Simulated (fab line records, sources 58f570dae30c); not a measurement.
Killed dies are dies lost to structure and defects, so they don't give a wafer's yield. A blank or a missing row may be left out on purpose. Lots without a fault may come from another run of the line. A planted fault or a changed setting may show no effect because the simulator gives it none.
Which tool did it? | flow berkeley_cmos170 | 7 lots, 21 wafers sampled, at 2 steps of a route of 331

WHAT THE GAUGES READ, wafer by wafer
UCB170_V1_OVL_MEAS_13.
lot  | measured     | on         | V1_OVL (nm)
L202 | day 7 20:34  | overlay-01 | -4 -5 -9
L205 | day 8 04:34  | overlay-02 | -1 -1 -12
L211 | day 9 16:31  | overlay-02 | - - -
L213 | day 10 01:16 | overlay-02 | -11 -14 -2
L215 | day 10 14:19 | overlay-02 | 6 -8 1
L217 | day 11 02:04 | overlay-02 | -4 -2 2
L223 | day 12 13:07 | overlay-02 | 0 -3 -6

WHICH TOOL RAN EACH LOT (tool, then ch and the chambers of the sampled wafers, then the start)
lot  | UCB170_V1_EXPOSE_09
L202 | krf_scanner-02 ch 0, day 7 20:01
L205 | krf_scanner-01 ch 0, day 8 03:32
L211 | krf_scanner-01, day 9 15:59
L213 | krf_scanner-01 ch 0, day 10 00:43
L215 | krf_scanner-01 ch 0, day 10 13:49
L217 | krf_scanner-01 ch 0, day 11 01:34
L223 | krf_scanner-02 ch 0, day 12 12:34
- UCB170_V1_EXPOSE_09: exposes mask VIA1, target cd 700 nm.

THE ANSWER, worked out from the rows above alone
Rule: what is usual is taken from the lots themselves. Put in order of their means at a reading, lots are off if they are a third of the lots or fewer, leave a main group of 4 or more, and stand apart from it by a gap of 3 or more times the standard deviation of the main group's means; of several such gaps the widest counts. A main group whose means are all the same, to the digits that the tables above print for the reading, isn't used. A lot without any number at a reading at which 4 lots or more have one is off too. The other lots that the step has rows for count as sound.
Off: L211, at UCB170_V1_OVL_MEAS_13 (V1_OVL). Without a number there: L211. The main group: mean -4 nm, standard deviation 2.9.
A tool fits if, at a process step before that reading, it ran every lot that is off, and no sound lot after the first of them. The gauges at UCB170_V1_OVL_MEAS_13 are tried like those tools. None of those tried fits.

WHAT THE SIMULATOR HAD PUT IN
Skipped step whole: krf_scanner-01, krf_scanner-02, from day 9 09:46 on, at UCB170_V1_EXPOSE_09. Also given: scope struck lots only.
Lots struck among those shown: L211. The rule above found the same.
